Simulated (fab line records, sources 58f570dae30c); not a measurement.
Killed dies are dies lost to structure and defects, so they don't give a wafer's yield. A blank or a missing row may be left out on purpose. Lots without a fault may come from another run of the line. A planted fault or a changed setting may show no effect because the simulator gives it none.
One fault seen from 2 desks | flow berkeley_cmos170 | each desk has only its own numbers; what lay behind them comes last

THE TOOL OWNER'S DESK: rie_metal-02
The tool's own readings at UCB170_M2_METAL_ETCH_18 (etches Al in Cl2/BCl3, stops on SiO2, target depth 1170 nm, time 195 s): means of the sampled wafers that have a number, for each lot that ran on this tool. A lot is out of limits, marked OUT, if its mean lies more than 4 standard deviations from the usual mean; the brackets give that distance.
Columns: A = drypump_motor_current_A at UCB170_M2_METAL_ETCH_18, usual 5.6 A; B = oes_product_au at UCB170_M2_METAL_ETCH_18, usual 0.860 a.u.; C = throttle_valve_pct at UCB170_M2_METAL_ETCH_18, usual 24.42 %
lot  | first seen here | A   | B     | C
L704 | day 7 19:49     | 5.7 | 0.877 | 24.38
L706 | day 8 07:32     | 5.5 | 0.860 | 24.51
L710 | day 9 14:31     | 5.5 | 0.863 | 24.49
L714 | day 9 19:35     | 5.5 | 0.857 | 24.50
L715 | day 10 09:38    | 5.7 | 0.860 | 24.38
L720 | day 10 18:24    | 5.8 | 0.856 | 24.39
This desk's finding: nothing out of limits on any of the 6 lots.

THE METROLOGY DESK
What the gauges read, lot by lot, whatever tool the lot ran on: means of the sampled wafers that have a number. A lot is out of limits, marked OUT, if its mean lies more than 4 standard deviations from the usual mean; the brackets give that distance.
Columns: A = M1_OVL at UCB170_M1_OVL_MEAS_10, usual 2 nm; B = V1_POLISHED_THK at UCB170_V1_THK_MEAS_04, usual 1000.8 nm; C = V2_POLISHED_THK at UCB170_V2_THK_MEAS_04, usual 1001.1 nm
lot  | first seen here | A  | B      | C
L704 | day 7 11:28     | 6  | 999.7  | 1001.8
L706 | day 7 21:03     | 12 | 999.1  | 1001.1
L705 | day 8 02:07     | 1  | 999.2  | 1000.7
L708 | day 8 10:22     | -1 | 1001.4 | 1000.9
L707 | day 8 10:30     | 3  | 1001.7 | 1001.6
L710 | day 9 02:50     | -2 | 1002.3 | 1001.4
L714 | day 9 08:20     | 5  | 1000.2 | 1001.2
L713 | day 9 09:02     | 0  | 1001.4 | 1001.0
L715 | day 9 23:51     | 0  | 1000.8 | 1001.6
L720 | day 10 11:14    | 0  | 1000.8 | 1000.4
L722 | day 10 18:10    | 1  | 999.8  | 1000.7
L723 | day 11 05:29    | -6 | 1001.0 | 1000.5
L725 | day 11 12:41    | 5  | 1001.1 | 1001.4
L726 | day 11 12:59    | -1 | 999.4  | 1002.2
This desk's finding: nothing out of limits on any of the 14 lots.

PUT TOGETHER
The tool owner's desk saw nothing out of limits.
The metrology desk saw nothing out of limits.

WHAT THE SIMULATOR HAD PUT IN
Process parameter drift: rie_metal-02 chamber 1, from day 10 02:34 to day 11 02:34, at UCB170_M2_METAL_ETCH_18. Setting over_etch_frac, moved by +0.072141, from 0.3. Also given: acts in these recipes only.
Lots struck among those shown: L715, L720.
